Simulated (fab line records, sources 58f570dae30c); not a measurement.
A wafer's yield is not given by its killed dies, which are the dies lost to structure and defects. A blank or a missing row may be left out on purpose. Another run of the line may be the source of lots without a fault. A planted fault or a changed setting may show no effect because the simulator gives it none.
fab line records	flow berkeleyCmos170
record: lots: 5	wafers: 15	lastDay: 12
route steps=331 shown M3@313
lots untouched by any fault: they come from a run of this same line in which no faults occurred
startH: hours from the record's first day to the start of the lot's first wafer shown	waitH: hours from the lot's prior step to this one	" unchanged from the row above	L1.1+2: several wafers, shown together as one row	- no value, or no start given	* or withheld: withheld	< > ~ a bound
route shown NAME@n: a module of which the file shows steps, and the number in the route of the first	usual: mean/standard deviation taken from wafers without a fault	same: alike in all rows	chamber/n: place in a boat	sites: readings site by site	_std_site: the standard deviation of these	_edge_site: inner sites' mean taken away from outer sites' mean	radiusMm: how far each site lies from the wafer's centre	mask NAME#n: copy n	behind: the most recent tool/chamber to have shaped the wafer	hold: why the lot went on hold/how many hours it stayed there/how the hold came to an end	device: whichever transistor did not switch (one of n, p or np)	end of line: the route-end tests of the same wafers	step lacking rows: just its recipe	killed: dies that structure and defects cost at the first sort, which is not the same as the wafer's yield	map: a wafer's dies, x killed, . not, _ none there
set.NAME: the setting the step ran with; set.NAME@STEP: the setting that earlier step ran with	model.NAME: the simulator's own value behind a step, which no gauge read
lots seen at some steps along the route; tables by step, rows by wafer
services: a tool's chamber out of use, with start hour (startH, from the record's first day; less than 0 if before it), hours out, and reason
== steps ==
step: UCB170_M3_HMDS_04
recipe: primeTimeS: 60	primeTempC: 100
usual: exhaustPa: 45.0/0.91
lot.wafer	tool	chamber	startH	waitH	exhaustPa
L075.1	lithoTrack-01	0	193.38	0.1	45.2
L075.3	"	0	"	"	44.7
L075.5	"	0	"	"	44.2
L077.1	lithoTrack-04	0	205.33	0.1	45.0
L077.3	"	0	"	"	45.8
L077.6	"	0	"	"	46.1
L081.2	lithoTrack-02	0	220.86	0.1	46.5
L081.5	"	0	"	"	45.7
L081.6	"	0	"	"	44.9
L091.1	lithoTrack-04	0	277.34	0.1	44.7
L091.2	"	0	"	"	45.7
L091.5	"	0	"	"	44.7
L093.3	lithoTrack-02	0	278.39	0.3	44.5
L093.5	"	0	"	"	46.5
L093.6	"	0	"	"	45.6
step: UCB170_M3_COAT_05
recipe: resist: KrF	spinRpm: 1500	resistThkNm: 900
usual: exhaustPa: 45.0/0.87	spinSpeedRpm: 1500.0/1.1
lot.wafer	tool	chamber	startH	waitH	exhaustPa	spinSpeedRpm
L075.1	lithoTrack-01	0	193.53	0.1	45.8	1500.1
L075.3	"	0	"	"	44.9	1499.8
L075.5	"	0	"	"	45.0	1500.0
L077.1	lithoTrack-04	0	205.48	0.1	43.4	1500.9
L077.3	"	0	"	"	45.6	1499.9
L077.6	"	0	"	"	45.5	1499.1
L081.2	lithoTrack-02	0	221.01	0.1	44.0	1499.4
L081.5	"	0	"	"	45.1	1499.6
L081.6	"	0	"	"	44.9	1498.6
L091.1	lithoTrack-04	0	277.49	0.1	45.0	1499.7
L091.2	"	0	"	"	44.1	1498.3
L091.5	"	0	"	"	44.4	1497.8
L093.3	lithoTrack-02	0	278.54	0.1	44.8	1499.9
L093.5	"	0	"	"	44.4	1501.0
L093.6	"	0	"	"	45.9	1499.7
step: UCB170_M3_SOFTBAKE_06
recipe: resist: KrF	tempC: 130	timeS: 60
usual: exhaustPa: 45.1/0.91	heaterPowerTotalW: 56.80/0.043
lot.wafer	tool	chamber	startH	waitH	exhaustPa	heaterPowerTotalW
L075.1	lithoTrack-01	0	193.68	0.1	46.0	56.75
L075.3	"	0	"	"	45.5	56.81
L075.5	"	0	"	"	45.8	56.77
L077.1	lithoTrack-04	0	205.63	0.1	45.5	56.79
L077.3	"	0	"	"	44.5	56.83
L077.6	"	0	"	"	44.2	56.72
L081.2	lithoTrack-02	0	221.16	0.1	45.9	56.87
L081.5	"	0	"	"	45.5	56.81
L081.6	"	0	"	"	48.6	56.81
L091.1	lithoTrack-04	0	277.64	0.1	46.6	56.75
L091.2	"	0	"	"	45.0	56.81
L091.5	"	0	"	"	44.5	56.78
L093.3	lithoTrack-02	0	278.69	0.1	45.4	56.76
L093.5	"	0	"	"	45.0	56.84
L093.6	"	0	"	"	45.0	56.85
step: UCB170_M3_STRIP_07
recipe: chemistry: O2	powerW: 400	pressureMtorr: 3500	platenTempC: withheld	o2FlowSccm: 400	overashFraction: 0.5
usual: drypumpMotorCurrentA: 6.0/0.39	oesProductAu: 0.734/0.0048	stripTimeToEndpointS: 21.99/0.068
lot.wafer	tool	chamber	startH	waitH	drypumpMotorCurrentA	oesProductAu	rfHoursCounterH	stripTimeToEndpointS
L075.1	plasmaAsher-01	1	193.83	0.1	5.6	0.740	8	21.98
L075.3	"	0	"	"	6.2	0.730	-	22.00
L075.5	"	0	"	"	6.2	0.731	-	21.97
L077.1	plasmaAsher-01	0	205.78	0.1	6.3	0.731	10	21.99
L077.3	"	0	"	"	6.3	0.738	-	21.95
L077.6	"	0	"	"	6.2	0.741	-	22.01
L081.2	plasmaAsher-01	1	221.29	0.1	5.6	0.734	11	21.97
L081.5	"	0	"	"	6.2	0.730	-	21.98
L081.6	"	1	"	"	5.7	0.722	-	21.97
L091.1	plasmaAsher-01	0	277.79	0.1	6.2	0.729	17	22.11
L091.2	"	1	"	"	5.7	0.736	17	22.11
L091.5	"	0	"	"	6.2	0.735	-	22.03
L093.3	plasmaAsher-04	1	278.82	0.1	5.7	0.730	-	21.90
L093.5	"	1	"	"	5.7	0.735	-	21.89
L093.6	"	0	"	"	5.8	0.726	-	21.92
step: UCB170_M3_STRIP_08
recipe: chemistry: DMSO	tempC: 80	timeS: 600	material: KrF
lot.wafer	tool	chamber	startH	waitH
L075.1+3+5	wetBench-03	2	193.95	0.1
L077.1+3+6	wetBench-04	2	205.88	0.1
L081.2+5+6	wetBench-03	0	221.39	0.1
L091.1+2+5	wetBench-03	3	277.99	0.2
L093.3+5+6	wetBench-03	0	279.03	0.2
step: UCB170_M3_COAT_09
recipe: resist: BARC	tempC: withheld	timeS: withheld	spinRpm: 3000	resistThkNm: withheld
usual: exhaustPa: 45.0/0.68	spinSpeedRpm: 2999.9/1.8
lot.wafer	tool	chamber	startH	waitH	exhaustPa	spinSpeedRpm
L075.1	lithoTrack-02	0	194.47	0.3	45.3	3000.3
L075.3	"	0	"	"	44.8	3002.0
L075.5	"	0	"	"	44.2	2997.9
L077.1	lithoTrack-04	0	206.05	0.0	44.6	3000.4
L077.3	"	0	"	"	45.3	2998.7
L077.6	"	0	"	"	44.4	3002.4
L081.2	lithoTrack-02	0	221.59	0.0	43.9	3000.7
L081.5	"	0	"	"	44.9	3003.6
L081.6	"	0	"	"	44.2	3001.1
L091.1	lithoTrack-04	0	278.51	0.3	45.5	2997.9
L091.2	"	0	"	"	44.0	2997.2
L091.5	"	0	"	"	46.0	2999.1
L093.3	lithoTrack-04	0	279.46	0.3	45.1	3004.6
L093.5	"	0	"	"	45.3	3001.9
L093.6	"	0	"	"	44.2	3001.7
step: UCB170_M3_COAT_10
recipe: resist: KrF	spinRpm: 1500	resistThkNm: 900
usual: exhaustPa: 45.1/0.9	spinSpeedRpm: 1499.8/1.1
lot.wafer	tool	chamber	startH	waitH	exhaustPa	spinSpeedRpm
L075.1	lithoTrack-02	0	-	-	44.2	1499.4
L075.3	"	0	"	"	44.6	1500.6
L075.5	"	0	"	"	46.1	1500.3
L077.1	lithoTrack-04	0	-	-	44.3	1501.2
L077.3	"	0	"	"	47.3	1499.8
L077.6	"	0	"	"	45.0	1501.0
L081.2	lithoTrack-02	0	-	-	43.8	1498.8
L081.5	"	0	"	"	43.5	1499.0
L081.6	"	0	"	"	43.0	1499.6
L091.1	lithoTrack-04	0	-	-	47.4	1498.5
L091.2	"	0	"	"	45.7	1499.1
L091.5	"	0	"	"	45.6	1498.2
L093.3	lithoTrack-04	0	-	-	44.4	1499.7
L093.5	"	0	"	"	45.8	1499.4
L093.6	"	0	"	"	44.2	1499.7
step: UCB170_M3_SOFTBAKE_11
recipe: resist: KrF	tempC: 130	timeS: 60
usual: exhaustPa: 45.0/0.83	heaterPowerTotalW: 56.80/0.045
lot.wafer	tool	chamber	startH	waitH	exhaustPa	heaterPowerTotalW
L075.1	lithoTrack-02	0	-	-	46.3	56.83
L075.3	"	0	"	"	46.2	56.76
L075.5	"	0	"	"	46.5	56.79
L077.1	lithoTrack-04	0	-	-	44.5	56.82
L077.3	"	0	"	"	44.1	56.78
L077.6	"	0	"	"	43.9	56.83
L081.2	lithoTrack-02	0	-	-	45.3	56.80
L081.5	"	0	"	"	46.7	56.80
L081.6	"	0	"	"	46.1	56.81
L091.1	lithoTrack-04	0	-	-	45.2	56.69
L091.2	"	0	"	"	44.2	56.73
L091.5	"	0	"	"	43.4	56.87
L093.3	lithoTrack-04	0	-	-	44.3	56.84
L093.5	"	0	"	"	45.6	56.81
L093.6	"	0	"	"	44.6	56.73
step: UCB170_M3_EXPOSE_12
recipe: maskId: METAL3	targetCdNm: 700	na: 0.5	sigmaOuter: 0.6	sourceShape: conventional	doseMj: 26
same: na: 0.5
lot.wafer	tool	chamber	startH	waitH	mask
L075.1+3+5	krfScanner-02	0	195.05	-	METAL3#0
L077.1+3+6	krfScanner-01	0	206.63	-	METAL3#0
L081.2+5+6	krfScanner-02	0	222.16	-	METAL3#0
L091.1+2+5	krfScanner-01	0	278.96	-	METAL3#0
L093.3+5+6	krfScanner-02	0	280.03	-	METAL3#0
step: UCB170_M3_PEB_13
recipe: pebTempC: 130	pebTimeS: withheld	resist: KrF
usual: exhaustPa: 45.0/0.8	heaterPowerTotalW: 56.80/0.045
lot.wafer	tool	chamber	startH	waitH	exhaustPa	heaterPowerTotalW
L075.1	lithoTrack-01	0	195.46	0.4	45.8	56.78
L075.3	"	0	"	"	45.7	56.83
L075.5	"	0	"	"	44.9	56.85
L077.1	lithoTrack-02	0	207.24	0.6	43.1	56.81
L077.3	"	0	"	"	43.5	56.79
L077.6	"	0	"	"	43.1	56.82
L081.2	lithoTrack-01	0	222.33	0.2	46.4	56.88
L081.5	"	0	"	"	46.1	56.85
L081.6	"	0	"	"	46.2	56.76
L091.1	lithoTrack-01	0	279.34	0.4	46.4	56.79
L091.2	"	0	"	"	45.3	56.86
L091.5	"	0	"	"	45.3	56.82
L093.3	lithoTrack-01	0	280.22	0.2	44.7	56.74
L093.5	"	0	"	"	45.5	56.72
L093.6	"	0	"	"	45.8	56.85
step: UCB170_M3_DEVELOP_14
recipe: developer: TMAH	developTimeS: 45	resist: KrF	devTempC: 21
usual: developerTempC: 20.98/0.11	exhaustPa: 44.8/0.87
lot.wafer	tool	chamber	startH	waitH	developerTempC	exhaustPa
L075.1	lithoTrack-01	0	-	-	20.96	43.5
L075.3	"	0	"	"	21.01	44.8
L075.5	"	0	"	"	21.09	43.0
L077.1	lithoTrack-02	0	-	-	21.07	44.1
L077.3	"	0	"	"	21.09	43.8
L077.6	"	0	"	"	21.04	45.0
L081.2	lithoTrack-01	0	-	-	20.81	46.2
L081.5	"	0	"	"	20.93	44.5
L081.6	"	0	"	"	20.87	43.6
L091.1	lithoTrack-01	0	-	-	20.94	45.6
L091.2	"	0	"	"	20.97	44.8
L091.5	"	0	"	"	21.26	45.2
L093.3	lithoTrack-01	0	-	-	20.94	46.4
L093.5	"	0	"	"	21.09	46.1
L093.6	"	0	"	"	21.07	45.0
step: UCB170_M3_CD_MEAS_15
recipe: targetCdNm: 700
usual: cdNm: 700.1/1.4
lot.wafer	tool	chamber	startH	waitH	cdNm
L075.1	cdSem-02	-	195.73	-	702.1
L075.3	"	-	"	"	701.9
L075.5	"	-	"	"	701.5
L077.1	cdSem-01	-	207.51	-	699.6
L077.3	"	-	"	"	699.6
L077.6	"	-	"	"	700.5
L081.2	cdSem-01	-	222.60	-	696.6
L081.5	"	-	"	"	698.8
L081.6	"	-	"	"	697.4
L091.1	cdSem-02	-	279.62	-	698.0
L091.2	"	-	"	"	697.9
L091.5	"	-	"	"	696.7
L093.3	cdSem-01	-	280.48	-	702.6
L093.5	"	-	"	"	701.7
L093.6	"	-	"	"	700.9
step: UCB170_M3_OVL_MEAS_16
usual: M3_OVL: 0/4.5
lot.wafer	tool	chamber	startH	waitH	M3_OVL[nm]
L075.1	overlay-01	-	195.85	0.1	1
L075.3	"	-	"	"	1
L075.5	"	-	"	"	4
L077.1	overlay-01	-	207.63	0.1	-5
L077.3	"	-	"	"	-7
L077.6	"	-	"	"	-1
L081.2	overlay-02	-	222.71	0.1	0
L081.5	"	-	"	"	-2
L081.6	"	-	"	"	-1
L091.1	overlay-02	-	279.74	0.1	-4
L091.2	"	-	"	"	-1
L091.5	"	-	"	"	2
L093.3	overlay-01	-	280.57	0.1	-1
L093.5	"	-	"	"	0
L093.6	"	-	"	"	1
step: UCB170_M3_ETCH_17
recipe: chemistry: N2/H2	targetDepthA: withheld	overetchA: withheld	target: BARC	timeS: withheld	sourceW: 500	biasW: 100	pressureMtorr: 30	n2FlowSccm: 100	h2FlowSccm: 200
usual: drypumpMotorCurrentA: 5.9/0.47	oesProductAu: 1.00/0.033	throttleValvePct: 13.25/0.23
lot.wafer	tool	chamber	startH	waitH	drypumpMotorCurrentA	oesProductAu	throttleValvePct
L075.1	rieDiel-01	1	195.89	0.0	5.9	1.05	13.76
L075.3	"	0	"	"	6.7	0.97	13.41
L075.5	"	0	"	"	6.7	0.97	13.39
L077.1	rieDiel-01	1	207.67	0.0	5.9	1.05	13.77
L077.3	"	3	"	"	5.3	1.01	13.28
L077.6	"	0	"	"	6.7	0.97	13.39
L081.2	rieDiel-01	1	222.74	0.0	6.0	1.05	13.77
L081.5	"	1	"	"	6.0	1.05	13.79
L081.6	"	0	"	"	6.7	0.97	13.39
L091.1	rieDiel-04	2	279.77	0.0	6.4	1.01	13.31
L091.2	"	1	"	"	6.0	1.06	12.92
L091.5	"	0	"	"	5.3	1.04	12.95
L093.3	rieDiel-02	1	280.60	0.0	6.5	0.97	12.99
L093.5	"	1	"	"	6.5	0.97	12.98
L093.6	"	0	"	"	5.7	0.97	13.16
step: UCB170_M3_METAL_ETCH_18
recipe: chemistry: Cl2/BCl3	target: Al	stopOn: SiO2	pressureMtorr: 12	targetDepthA: 11700	overEtchFrac: 0.3	timeS: 195	icpW: 600	biasW: 120	Cl2_flow_sccm: 90	bcl3FlowSccm: 45
usual: drypumpMotorCurrentA: 5.7/0.35	mfcCl2Sccm: 89.98/0.26	oesProductAu: 0.856/0.014	throttleValvePct: 24.40/0.23
lot.wafer	tool	chamber	startH	waitH	drypumpMotorCurrentA	mfcCl2Sccm	oesProductAu	rfHoursCounterH	throttleValvePct
L075.1	rieMetal-03	0	195.93	-	6.0	90.30	0.851	9	24.64
L075.3	"	1	"	"	5.8	89.84	0.874	-	24.67
L075.5	"	1	"	"	5.8	89.94	0.876	-	24.68
L077.1	rieMetal-01	1	207.71	-	5.8	90.00	0.831	2	24.17
L077.3	"	0	"	"	5.0	89.99	0.860	-	24.16
L077.6	"	1	"	"	5.8	90.10	0.839	-	24.15
L081.2	rieMetal-01	0	222.78	-	5.1	89.76	0.842	7	24.15
L081.5	"	1	"	"	5.8	90.12	0.814	-	24.16
L081.6	"	0	"	"	5.0	90.19	0.851	-	24.16
L091.1	rieMetal-03	0	279.81	-	5.9	90.24	0.856	12	24.64
L091.2	"	1	"	"	5.8	90.18	0.871	13	24.66
L091.5	"	0	"	"	6.0	90.36	0.856	-	24.64
L093.3	rieMetal-01	0	280.70	-	5.0	89.37	0.853	-	24.17
L093.5	"	0	"	"	5.0	89.76	0.862	-	24.15
L093.6	"	1	"	"	5.8	89.82	0.827	-	24.17
step: UCB170_M3_STRIP_19
recipe: chemistry: O2	powerW: 400	pressureMtorr: 3500	platenTempC: withheld	o2FlowSccm: 400	overashFraction: 0.5
usual: drypumpMotorCurrentA: 6.1/0.4	oesProductAu: 0.527/0.023
lot.wafer	tool	chamber	startH	waitH	drypumpMotorCurrentA	oesProductAu	rfHoursCounterH
L075.1	plasmaAsher-03	1	196.12	0.1	6.7	0.552	39
L075.3	"	1	"	"	6.7	0.570	-
L075.5	"	0	"	"	6.0	0.573	-
L077.1	plasmaAsher-03	0	207.90	0.1	5.9	0.535	40
L077.3	"	0	"	"	5.9	0.507	-
L077.6	"	0	"	"	5.9	0.522	-
L081.2	plasmaAsher-01	1	222.96	0.1	5.7	0.518	11
L081.5	"	0	"	"	6.2	0.534	-
L081.6	"	1	"	"	5.7	0.517	-
L091.1	plasmaAsher-03	1	280.00	0.1	6.7	0.564	48
L091.2	"	0	"	"	5.9	0.572	48
L091.5	"	0	"	"	5.9	0.577	-
L093.3	plasmaAsher-03	1	280.86	0.1	6.7	0.513	-
L093.5	"	1	"	"	6.7	0.496	-
L093.6	"	0	"	"	5.9	0.523	-
step: UCB170_M3_CD_MEAS_90
recipe: targetCdNm: 700
usual: cdNm: 698/6.4
lot.wafer	tool	chamber	startH	waitH	cdNm
L075.1	cdSem-02	-	196.22	0.1	709
L075.3	"	-	"	"	707
L075.5	"	-	"	"	707
L077.1	cdSem-02	-	208.00	0.1	690
L077.3	"	-	"	"	690
L077.6	"	-	"	"	691
L081.2	cdSem-02	-	223.08	0.1	692
L081.5	"	-	"	"	690
L081.6	"	-	"	"	693
L091.1	cdSem-01	-	280.10	0.1	707
L091.2	"	-	"	"	698
L091.5	"	-	"	"	704
L093.3	cdSem-02	-	280.97	0.1	699
L093.5	"	-	"	"	696
L093.6	"	-	"	"	700
step: UCB170_M3_BOW_MEAS_20
recipe: mode: bow
usual: M3_BOW: 35/6.8
lot.wafer	tool	chamber	startH	waitH	M3_BOW[um]
L075.1	filmMetro-01	-	196.35	0.1	33
L075.3	"	-	"	"	44
L075.5	"	-	"	"	33
L077.1	filmMetro-02	-	208.12	0.1	38
L077.3	"	-	"	"	37
L077.6	"	-	"	"	24
L081.2	filmMetro-03	-	223.20	0.1	32
L081.5	"	-	"	"	37
L081.6	"	-	"	"	35
L091.1	filmMetro-02	-	280.22	0.1	24
L091.2	"	-	"	"	38
L091.5	"	-	"	"	33
L093.3	filmMetro-03	-	281.09	0.1	31
L093.5	"	-	"	"	28
L093.6	"	-	"	"	35
== services ==
tool	chamber	startH	hours	kind
rieDiel-04	3	178.64	18.2	repair
rieDiel-01	2	183.93	-	clean
rieDiel-01	2	183.93	12.9	scheduledDown
rieDiel-01	2	183.93	12.9	ventCycle
plasmaAsher-03	-	200.49	3.8	repair
plasmaAsher-01	-	206.34	3.1	repair
wetBench-04	-	223.53	45.4	pm
rieDiel-04	-	229.43	2.8	pm
krfScanner-02	-	230.82	1.3	pm
rieDiel-01	3	231.00	4.5	repair
krfScanner-01	-	232.29	1.3	pm
rieMetal-03	-	233.01	2.8	pm
rieDiel-02	3	247.41	8.9	repair
krfScanner-01	-	262.26	1.0	pm
krfScanner-01	-	264.25	0.9	repair
krfScanner-02	-	265.67	11.6	pm
== key ==
fault none
